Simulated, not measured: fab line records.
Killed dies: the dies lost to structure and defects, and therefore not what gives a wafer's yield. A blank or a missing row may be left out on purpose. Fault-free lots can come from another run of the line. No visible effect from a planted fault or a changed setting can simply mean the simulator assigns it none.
fab line records	flow rit_cmos
[record] lots = 6	wafers = 18	last_day = 7
route steps=202 shown FOX2@24 NWELL@28 PWELL@39 WELLDRIVE@50 M1@202
lots with no fault: from the same line, run without faults
start_h: the number of hours between the record's first day and the start of the first shown wafer of the lot	wait_h: time in hours since the lot's previous step	" unchanged from the row above	L1.1+2: a single row standing in for several wafers	- no value present, or no start provided	* or withheld: withheld	< > ~ a bound
route shown NAME@n: a module of which the file shows steps, and the number in the route of the first	usual: average and standard deviation across the fault-free wafers	same: alike in all rows	chamber/n: place in a boat	sites: each site's reading	_std_site: how widely they spread, as a standard deviation	_edge_site: mean of outer sites minus mean of inner sites	radius_mm: how far each site lies from the wafer's centre	mask NAME#n: copy n	behind: the last tool/chamber to shape the wafer	hold: what put the lot on hold/how long, in hours/how the hold closed	device: which transistor (n, p or np) failed to switch	end of line: the route-end tests of the same wafers	where a step has no rows: the recipe by itself	killed: not the wafer's yield, but the dies lost to structure and defects at the first sort	map: shows each die of a wafer: x if killed, . if not, _ if none is there
set.NAME: the setting the step ran with; set.NAME@STEP: the setting that earlier step ran with	model.NAME: the simulator's own value behind a step, which no gauge read
certain route steps with their lots: each step a table, each wafer a row
services: the hour from which a tool's chamber was out of use, counted from the record's first day as start_h (under 0 if before that day), plus the number of hours and why
[[steps]]
[step RIT_FOX2_THK_MEAS_01]
[recipe] reads = SiO2_of_FOX2_OXIDATION_00
[usual] FOX2_OXIDE_THK = 349/6.1
lot.wafer	tool	chamber	start_h	wait_h	FOX2_OXIDE_THK[nm]
L737.2	film_metro-02	-	29.23	0.0	351
L737.4	"	-	"	"	356
L737.6	"	-	"	"	353
L740.2	film_metro-02	-	44.71	0.0	348
L740.3	"	-	"	"	352
L740.5	"	-	"	"	347
L744.2	film_metro-02	-	64.88	0.0	341
L744.3	"	-	"	"	340
L744.6	"	-	"	"	339
L745.2	film_metro-02	-	68.74	0.0	349
L745.4	"	-	"	"	356
L745.6	"	-	"	"	350
L755.1	film_metro-01	-	119.15	0.0	361
L755.5	"	-	"	"	352
L755.6	"	-	"	"	356
L757.2	film_metro-01	-	128.44	0.0	345
L757.4	"	-	"	"	350
L757.6	"	-	"	"	347
[step RIT_FOX2_CLEAN_02]
[recipe] chemistry = dHF	dilution = 50:1	time_s = 180
[step RIT_FOX2_WET_ETCH_03]
[recipe] chemistry = H3PO4	target = Si3N4	target_depth_nm = 195	temp_c = 165	time_s = 2700
[step RIT_FOX2_THK_MEAS_90]
[recipe] reads = SiO2_of_FOX2_OXIDATION_00
[usual] FIELD_OXIDE_LEFT_1_THK = 322/6.2
lot.wafer	tool	chamber	start_h	wait_h	FIELD_OXIDE_LEFT_1_THK[nm]
L737.2	film_metro-03	-	30.26	0.0	324
L737.4	"	-	"	"	328
L737.6	"	-	"	"	325
L740.2	film_metro-02	-	45.65	0.0	320
L740.3	"	-	"	"	324
L740.5	"	-	"	"	319
L744.2	film_metro-01	-	65.83	0.0	314
L744.3	"	-	"	"	313
L744.6	"	-	"	"	312
L745.2	film_metro-02	-	69.69	0.0	321
L745.4	"	-	"	"	329
L745.6	"	-	"	"	323
L755.1	film_metro-02	-	120.02	0.0	334
L755.5	"	-	"	"	325
L755.6	"	-	"	"	329
L757.2	film_metro-02	-	129.31	0.0	318
L757.4	"	-	"	"	322
L757.6	"	-	"	"	319
[step RIT_NWELL_HMDS_00]
[recipe] prime_time_s = 60	prime_temp_c = 140
[step RIT_NWELL_COAT_01]
[recipe] resist = NOVOLAK	spin_rpm = 2000	resist_thk_nm = 1300
[step RIT_NWELL_SOFTBAKE_02]
[recipe] resist = NOVOLAK	temp_c = 90	time_s = 60
[step RIT_NWELL_EXPOSE_03]
[recipe] mask_id = M2	na = 0.57	target_cd_nm = 43900	dose_mj = 250
[step RIT_NWELL_PEB_04]
[recipe] resist = NOVOLAK	temp_c = withheld	time_s = withheld
[step RIT_NWELL_DEVELOP_05]
[recipe] resist = NOVOLAK	develop_time_s = 68	dev_temp_c = 23
[step RIT_NWELL_OVL_MEAS_06]
[usual] NWELL_OVL = -1.6/1.4
lot.wafer	tool	chamber	start_h	wait_h	NWELL_OVL[nm]
L737.2	overlay-02	-	31.19	-	-1.9
L737.4	"	-	"	"	-1.0
L737.6	"	-	"	"	-1.4
L740.2	overlay-01	-	46.72	-	-3.4
L740.3	"	-	"	"	-3.5
L740.5	"	-	"	"	-3.9
L744.2	overlay-01	-	66.89	-	-3.7
L744.3	"	-	"	"	-1.0
L744.6	"	-	"	"	-0.8
L745.2	overlay-01	-	70.63	-	-3.1
L745.4	"	-	"	"	0.0
L745.6	"	-	"	"	-1.0
L755.1	overlay-01	-	120.96	-	0.1
L755.5	"	-	"	"	-1.2
L755.6	"	-	"	"	-2.4
L757.2	overlay-01	-	130.34	-	-3.6
L757.4	"	-	"	"	-1.8
L757.6	"	-	"	"	-2.9
[step RIT_NWELL_HARDBAKE_07]
[recipe] resist = NOVOLAK	temp_c = 140	time_s = 120
[step RIT_NWELL_IMPLANT_08]
[recipe] species = P	energy_kev = 170	dose_cm2 = 5e+13	tilt_deg = 7
[usual] beam_on_s = 10.00/0.22	end_station_pressure_torr = 5.13e-06/2.7e-07	faraday_current_uA = 159/3.5
lot.wafer	tool	chamber	start_h	wait_h	beam_on_s	end_station_pressure_torr	faraday_current_uA
L737.2	implanter-03	0	31.50	0.2	10.24	5.17e-06	154
L737.4	"	0	"	"	10.37	4.72e-06	153
L737.6	"	0	"	"	10.03	4.83e-06	158
L740.2	implanter-02	0	47.02	0.2	9.96	5.07e-06	159
L740.3	"	0	"	"	10.07	4.95e-06	157
L740.5	"	0	"	"	10.36	5.67e-06	153
L744.2	implanter-02	0	67.19	0.2	10.86	4.975e-05	147
L744.3	"	0	"	"	11.35	4.774e-05	142
L744.6	"	0	"	"	11.17	5.244e-05	143
L745.2	implanter-02	0	70.93	0.2	11.16	5.359e-05	143
L745.4	"	0	"	"	11.25	4.944e-05	142
L745.6	"	0	"	"	11.05	5.163e-05	145
L755.1	implanter-03	0	121.25	0.2	9.76	5e-06	162
L755.5	"	0	"	"	10.32	4.79e-06	154
L755.6	"	0	"	"	10.26	5.08e-06	154
L757.2	implanter-03	0	130.65	0.2	9.73	4.74e-06	163
L757.4	"	0	"	"	10.10	5.13e-06	158
L757.6	"	0	"	"	10.19	5e-06	156
[step RIT_NWELL_STRIP_09]
[recipe] chemistry = O2	time_s = 180	resist = NOVOLAK	platen_temp_c = withheld	power_w = 500	pressure_mtorr = 4000	o2_flow_sccm = 4000
[usual] chamber_pressure_mTorr = 4001/3.5	drypump_motor_current_A = 5.5/0.38	rf_refl_power_W = 6.2/0.41
lot.wafer	tool	chamber	start_h	wait_h	chamber_pressure_mTorr	drypump_motor_current_A	rf_hours_counter_h	rf_refl_power_W
L737.2	plasma_asher-03	0	31.62	0.1	4000	5.4	40	6.0
L737.4	"	0	"	"	4001	5.4	-	6.9
L737.6	"	0	"	"	4002	5.4	-	6.4
L740.2	plasma_asher-02	1	47.15	0.1	4003	5.4	39	6.0
L740.3	"	0	"	"	3996	6.1	-	6.1
L740.5	"	0	"	"	3998	6.1	-	5.6
L744.2	plasma_asher-03	0	67.32	0.1	4005	5.4	44	6.2
L744.3	"	1	"	"	3996	5.1	-	6.5
L744.6	"	1	"	"	4002	5.0	-	6.7
L745.2	plasma_asher-03	1	71.06	0.1	3999	5.0	44	6.4
L745.4	"	1	"	"	4002	5.1	-	6.5
L745.6	"	0	"	"	4001	5.4	-	6.4
L755.1	plasma_asher-02	1	121.40	0.1	3996	5.5	47	5.8
L755.5	"	0	"	"	3999	6.1	-	5.8
L755.6	"	1	"	"	4004	5.5	-	5.5
L757.2	plasma_asher-02	1	130.77	0.1	4004	5.5	48	5.8
L757.4	"	0	"	"	4003	6.1	-	5.8
L757.6	"	1	"	"	3997	5.5	-	6.1
[step RIT_NWELL_TW_MEAS_10]
[usual] NWELL_TW = 2139/14
lot.wafer	tool	chamber	start_h	wait_h	NWELL_TW
L737.2	film_metro-04	-	31.81	0.1	2154
L737.4	"	-	"	"	2148
L737.6	"	-	"	"	2160
L740.2	film_metro-04	-	47.33	0.1	2172
L740.3	"	-	"	"	2153
L740.5	"	-	"	"	2154
L744.2	film_metro-02	-	67.50	0.1	2204
L744.3	"	-	"	"	2185
L744.6	"	-	"	"	2199
L745.2	film_metro-04	-	71.27	0.2	2223
L745.4	"	-	"	"	2237
L745.6	"	-	"	"	2225
L755.1	film_metro-02	-	121.58	0.1	2136
L755.5	"	-	"	"	2131
L755.6	"	-	"	"	2146
L757.2	film_metro-04	-	130.96	0.1	2138
L757.4	"	-	"	"	2146
L757.6	"	-	"	"	2151
[step RIT_PWELL_HMDS_00]
[recipe] prime_time_s = 60	prime_temp_c = 140
[step RIT_PWELL_COAT_01]
[recipe] resist = NOVOLAK	spin_rpm = 2000	resist_thk_nm = 1300
[step RIT_PWELL_SOFTBAKE_02]
[recipe] resist = NOVOLAK	temp_c = 90	time_s = 60
[step RIT_PWELL_EXPOSE_03]
[recipe] mask_id = M3	na = 0.57	target_cd_nm = 43700	dose_mj = 250
[step RIT_PWELL_PEB_04]
[recipe] resist = NOVOLAK	temp_c = withheld	time_s = withheld
[step RIT_PWELL_DEVELOP_05]
[recipe] resist = NOVOLAK	develop_time_s = 68	dev_temp_c = 23
[step RIT_PWELL_OVL_MEAS_06]
[usual] PWELL_OVL = -1.0/1.5
lot.wafer	tool	chamber	start_h	wait_h	PWELL_OVL[nm]
L737.2	overlay-01	-	33.08	-	-1.0
L737.4	"	-	"	"	-0.1
L737.6	"	-	"	"	-2.4
L740.2	overlay-01	-	48.39	-	0.2
L740.3	"	-	"	"	1.3
L740.5	"	-	"	"	0.7
L744.2	overlay-02	-	68.57	-	0.0
L744.3	"	-	"	"	-1.2
L744.6	"	-	"	"	-1.5
L745.2	overlay-02	-	72.20	-	-1.1
L745.4	"	-	"	"	-1.7
L745.6	"	-	"	"	-3.0
L755.1	overlay-01	-	122.64	-	-0.6
L755.5	"	-	"	"	1.2
L755.6	"	-	"	"	-3.3
L757.2	overlay-01	-	131.91	-	1.5
L757.4	"	-	"	"	-1.8
L757.6	"	-	"	"	1.4
[step RIT_PWELL_HARDBAKE_07]
[recipe] resist = NOVOLAK	temp_c = 140	time_s = 120
[step RIT_PWELL_IMPLANT_08]
[recipe] species = B	energy_kev = 170	dose_cm2 = 7e+13	tilt_deg = 7
[step RIT_PWELL_STRIP_09]
[recipe] chemistry = O2	time_s = 180	resist = NOVOLAK	platen_temp_c = withheld	power_w = 500	pressure_mtorr = 4000	o2_flow_sccm = 4000
[usual] chamber_pressure_mTorr = 4000/3.4	drypump_motor_current_A = 5.35/0.27	rf_refl_power_W = 6.3/0.37
lot.wafer	tool	chamber	start_h	wait_h	chamber_pressure_mTorr	drypump_motor_current_A	rf_hours_counter_h	rf_refl_power_W
L737.2	plasma_asher-03	1	33.51	0.1	3998	5.10	40	6.5
L737.4	"	1	"	"	4003	5.09	-	6.6
L737.6	"	1	"	"	3997	5.04	-	6.8
L740.2	plasma_asher-01	0	48.82	0.1	4003	5.52	41	6.9
L740.3	"	0	"	"	3997	5.54	-	6.8
L740.5	"	0	"	"	4003	5.53	-	6.7
L744.2	plasma_asher-03	1	69.31	0.1	4005	5.09	44	6.5
L744.3	"	0	"	"	3996	5.38	-	6.3
L744.6	"	0	"	"	3999	5.38	-	6.6
L745.2	plasma_asher-03	0	72.63	0.1	3994	5.41	45	6.4
L745.4	"	1	"	"	3999	5.08	-	6.4
L745.6	"	0	"	"	4000	5.41	-	5.9
L755.1	plasma_asher-03	1	123.08	0.1	4000	5.06	50	6.6
L755.5	"	1	"	"	4002	5.07	-	6.5
L755.6	"	0	"	"	4000	5.38	-	6.6
L757.2	plasma_asher-04	0	132.34	0.1	3999	5.47	34	5.7
L757.4	"	0	"	"	3994	5.45	-	6.0
L757.6	"	0	"	"	3999	5.48	-	5.7
[step RIT_PWELL_TW_MEAS_10]
[usual] PWELL_TW = 947/5
lot.wafer	tool	chamber	start_h	wait_h	PWELL_TW
L737.2	film_metro-03	-	33.69	0.1	943
L737.4	"	-	"	"	942
L737.6	"	-	"	"	949
L740.2	film_metro-04	-	49.01	0.1	959
L740.3	"	-	"	"	956
L740.5	"	-	"	"	953
L744.2	film_metro-03	-	69.49	0.1	940
L744.3	"	-	"	"	943
L744.6	"	-	"	"	945
L745.2	film_metro-02	-	72.82	0.1	938
L745.4	"	-	"	"	940
L745.6	"	-	"	"	945
L755.1	film_metro-04	-	123.25	0.1	949
L755.5	"	-	"	"	954
L755.6	"	-	"	"	956
L757.2	film_metro-03	-	132.52	0.1	943
L757.4	"	-	"	"	944
L757.6	"	-	"	"	938
[step RIT_WELLDRIVE_ANNEAL_00]
[recipe] temp_c = 1100	time_s = 14700	ambient = N2
[step RIT_WELLDRIVE_RS_MEAS_01]
[recipe] thk_meas_gauge = four-point-probe
[usual] NWELL_RS = 275.3/0.82
lot.wafer	tool	chamber	start_h	wait_h	NWELL_RS[ohm/sq]
L737.2	film_metro-02	-	38.84	0.0	274.3
L737.4	"	-	"	"	275.2
L737.6	"	-	"	"	274.3
L740.2	film_metro-03	-	54.16	0.0	274.3
L740.3	"	-	"	"	273.1
L740.5	"	-	"	"	273.0
L744.2	film_metro-03	-	74.65	0.0	258.8
L744.3	"	-	"	"	259.0
L744.6	"	-	"	"	258.9
L745.2	film_metro-02	-	77.97	0.0	257.5
L745.4	"	-	"	"	258.8
L745.6	"	-	"	"	258.9
L755.1	film_metro-04	-	128.39	0.0	276.3
L755.5	"	-	"	"	276.2
L755.6	"	-	"	"	275.9
L757.2	film_metro-03	-	138.31	0.0	276.9
L757.4	"	-	"	"	277.1
L757.6	"	-	"	"	275.6
[step RIT_WELLDRIVE_RS_MEAS_02]
[recipe] thk_meas_gauge = four-point-probe
[usual] PWELL_RS = 429.4/1.2
lot.wafer	tool	chamber	start_h	wait_h	PWELL_RS[ohm/sq]
L737.2	film_metro-02	-	38.96	0.1	429.5
L737.4	"	-	"	"	431.5
L737.6	"	-	"	"	429.7
L740.2	film_metro-03	-	54.28	0.1	430.8
L740.3	"	-	"	"	429.9
L740.5	"	-	"	"	431.4
L744.2	film_metro-03	-	74.77	0.1	431.4
L744.3	"	-	"	"	431.1
L744.6	"	-	"	"	430.8
L745.2	film_metro-02	-	78.09	0.1	431.3
L745.4	"	-	"	"	431.2
L745.6	"	-	"	"	429.8
L755.1	film_metro-04	-	128.51	0.1	428.8
L755.5	"	-	"	"	429.5
L755.6	"	-	"	"	429.6
L757.2	film_metro-03	-	138.43	0.1	428.8
L757.4	"	-	"	"	426.7
L757.6	"	-	"	"	427.7
[step RIT_M1_PROBE_99]
[usual] killed_at_contacts = 0.1/0.31	killed_at_front_end = 7/3.1	killed_dies = 7/3.1	killed_open = 3.3/1.9	killed_short = 3.3/2
[same] gross_dies = 264	killed_at_M0_to_M3 = 0	killed_at_M4_up = 0	killed_at_back_side = 0	killed_at_other = 0
lot.wafer	tool	chamber	start_h	wait_h	killed_at_contacts	killed_at_front_end	killed_dies	killed_open	killed_short	model.etest.nwell_pinched.rs_ohm_sq	model.etest.well_edge_left.line_ohm_um	model.etest.well_edge_right.line_ohm_um	model.etest.field_p.vt_v	model.etest.iso_nwell_nwell.bv_v	model.etest.diode_pplus_nwell.bv_v	model.etest.vpnp.gain	model.etest.diode_pplus_comb.cj_ff_um2
L737.2	prober-01	-	67.03	0.1	0	14	14	7	7	338.8	182.2	183.2	-12.95	22.21	6.708	1.114	1.971
L737.4	prober-01	-	67.13	0.2	0	14	14	6	8	340	183	181.8	-12.95	22.33	6.692	1.125	1.967
L737.6	prober-01	-	67.23	0.2	0	6	6	2	4	342.3	182.2	179.6	-12.89	22.05	6.741	1.119	1.98
L740.2	prober-01	-	82.82	0.1	0	9	9	6	3	334.9	181.8	180.4	-13.21	21.97	6.655	1.062	1.994
L740.3	prober-01	-	82.87	0.2	0	11	11	5	6	335.8	181.1	181.2	-13.26	21.87	6.662	1.067	1.99
L740.5	prober-01	-	82.97	0.2	0	9	9	4	5	326.8	178.8	181.3	-13.2	21.95	6.553	1.018	2.007
L744.2	prober-01	-	103.44	0.1	0	8	8	6	2	319.6	171.8	169.9	-12.97	21.31	6.491	0.99	2.084
L744.3	prober-01	-	103.49	0.2	0	4	4	2	2	314.2	169.6	171.3	-13.07	20.8	6.391	0.9673	2.089
L744.6	prober-01	-	103.64	0.2	0	3	3	1	2	317.7	170.8	170.8	-13.06	21.41	6.488	0.9845	2.087
L745.2	prober-01	-	108.65	0.1	0	6	6	4	2	308.1	169.4	169.7	-13.43	21.89	6.349	0.9511	2.078
L745.4	prober-01	-	108.75	0.2	0	4	4	3	1	312.4	169.4	166.1	-13.37	21.83	6.431	0.9563	2.081
L745.6	prober-01	-	108.85	0.2	0	4	4	2	2	319.8	167.1	169.1	-13.41	22.01	6.441	0.9658	2.067
L755.1	prober-01	-	158.56	0.1	0	3	3	1	2	336.3	183.1	181.3	-13.03	22.06	6.538	1.049	2.015
L755.5	prober-01	-	158.76	0.2	0	2	2	1	1	330.2	183.4	185.9	-12.94	21.88	6.556	1.014	2.016
L755.6	prober-01	-	158.81	0.2	0	14	14	5	9	332.2	182.3	183.1	-12.91	21.56	6.557	1.024	2.007
L757.2	prober-01	-	166.91	0.1	0	6	6	5	1	342.5	185.8	186.2	-12.09	22.48	6.705	1.088	1.99
L757.4	prober-01	-	167.01	0.2	1	3	4	3	1	344	185.4	185.6	-12.18	22.13	6.701	1.071	1.99
L757.6	prober-01	-	167.11	0.2	0	7	7	3	4	345.6	185.6	184.4	-12.16	22.08	6.672	1.075	1.987
// killed by level:class
L737.2 SILICIDE:geometric_particle:open=3 FOX2:geometric_particle:short=2 GATE:geometric_particle:open=2 FOX1:geometric_particle:short=1 FOX1:geometric_particle:open=1 GATE:geometric_particle:short=1 REOX:geometric_particle:short=1 REOX:geometric_particle:open=1
L737.4 GATE:geometric_particle:short=5 SILICIDE:geometric_particle:short=3 GATE:geometric_particle:open=2 SPACER:geometric_particle:open=2 FOX1:geometric_particle:open=1 FOX2:geometric_particle:open=1
L737.6 GATE:geometric_particle:short=2 GATE:geometric_particle:open=2 FOX2:geometric_particle:short=1 SPACER:geometric_particle:short=1
L740.2 SILICIDE:geometric_particle:open=4 SILICIDE:geometric_particle:short=2 FOX1:geometric_particle:open=1 FOX2:geometric_particle:open=1 SPACER:geometric_particle:short=1
L740.3 GATE:geometric_particle:short=3 GATE:geometric_particle:open=2 SILICIDE:geometric_particle:short=2 SILICIDE:geometric_particle:open=2 FOX1:geometric_particle:short=1 REOX:geometric_particle:open=1
L740.5 GATE:geometric_particle:open=2 GATE:geometric_particle:short=2 FOX2:geometric_particle:short=1 SPACER:geometric_particle:open=1 SPACER:geometric_particle:short=1 SILICIDE:geometric_particle:open=1 SILICIDE:geometric_particle:short=1
L744.2 GATE:geometric_particle:open=3 FOX1:geometric_particle:short=1 FOX1:geometric_particle:open=1 REOX:geometric_particle:open=1 SPACER:geometric_particle:open=1 SILICIDE:geometric_particle:short=1
L744.3 GATE:geometric_particle:short=2 FOX1:geometric_particle:open=1 FOX2:geometric_particle:open=1
L744.6 SPACER:geometric_particle:short=2 REOX:geometric_particle:open=1
L745.2 REOX:geometric_particle:open=3 GATE:geometric_particle:short=1 REOX:geometric_particle:short=1 SILICIDE:geometric_particle:open=1
L745.4 FOX1:geometric_particle:open=2 FOX1:geometric_particle:short=1 REOX:geometric_particle:open=1
L745.6 FOX1:geometric_particle:open=1 GATE:geometric_particle:open=1 GATE:geometric_particle:short=1 REOX:geometric_particle:short=1
L755.1 GATE:geometric_particle:short=2 GATE:geometric_particle:open=1
L755.5 FOX1:geometric_particle:open=1 REOX:geometric_particle:short=1
L755.6 GATE:geometric_particle:short=5 SILICIDE:geometric_particle:open=3 GATE:geometric_particle:open=2 SILICIDE:geometric_particle:short=2 FOX1:geometric_particle:short=1 SPACER:geometric_particle:short=1
L757.2 FOX1:geometric_particle:open=3 SILICIDE:geometric_particle:open=2 SPACER:geometric_particle:short=1
L757.4 FOX1:geometric_particle:open=1 REOX:geometric_particle:short=1 REOX:geometric_particle:open=1 CONTACT:geometric_particle:open=1
L757.6 FOX2:geometric_particle:short=3 SILICIDE:geometric_particle:open=2 GATE:geometric_particle:open=1 SILICIDE:geometric_particle:short=1
[[services]]
tool	chamber	start_h	hours	kind
implanter-03	-	24.05	3.6	repair
implanter-02	-	24.44	4.0	repair
plasma_asher-04	-	30.02	10.5	repair
plasma_asher-01	-	48.14	0.6	repair
plasma_asher-01	-	108.75	9.0	pm
plasma_asher-01	0	108.75	9.0	vent_cycle
plasma_asher-01	1	108.75	9.0	vent_cycle
plasma_asher-01	-	111.80	4.2	repair
plasma_asher-01	0	117.75	-	clean
plasma_asher-01	1	117.75	-	clean
[[key]]
[first_sign] step = RIT_NWELL_IMPLANT_08	reading = end_station_pressure_torr	direction = up	sigmas = 99+	usual = 5.13e-06	struck = 5.077e-05
[effect] step = RIT_NWELL_IMPLANT_08	reading = beam_on_s	direction = up	sigmas = 5.1	usual = 10.00	struck = 11.14
[effect] step = RIT_NWELL_TW_MEAS_10	reading = NWELL_TW	direction = up	sigmas = 5.2	usual = 2139	struck = 2212
[effect] step = RIT_WELLDRIVE_RS_MEAS_01	reading = NWELL_RS	direction = down	sigmas = 20	usual = 275.3	struck = 258.6
[model_effect] step = RIT_M1_PROBE_99	value = etest.nwell_pinched.rs_ohm_sq	without = 336.3	struck = 315.3
met_at RIT_NWELL_IMPLANT_08
struck_wafers L744.2,L744.3,L744.6,L745.2,L745.4,L745.6
tester_left_out L744,L745
onset_between 47.02 67.19
[fault] kind = process_parameter_drift	tool = implanter-02	chamber = -	onset_h = 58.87	steps = RIT_NWELL_IMPLANT_08	channel = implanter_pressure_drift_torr	offset = 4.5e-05	shape = step	end_h = 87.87
[fault] kind = process_parameter_drift	tool = implanter-02	chamber = -	onset_h = 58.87	steps = RIT_NWELL_IMPLANT_08	channel = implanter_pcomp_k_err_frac	offset = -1	shape = step	end_h = 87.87
// tester_left_out: of these lots the tester's yield and bins aren't shown, on N5 and GAA mostly nor the transistor test; their killed dies are dies lost to structure and defects alone, not to doping, threshold or leakage, so they don't give the yield
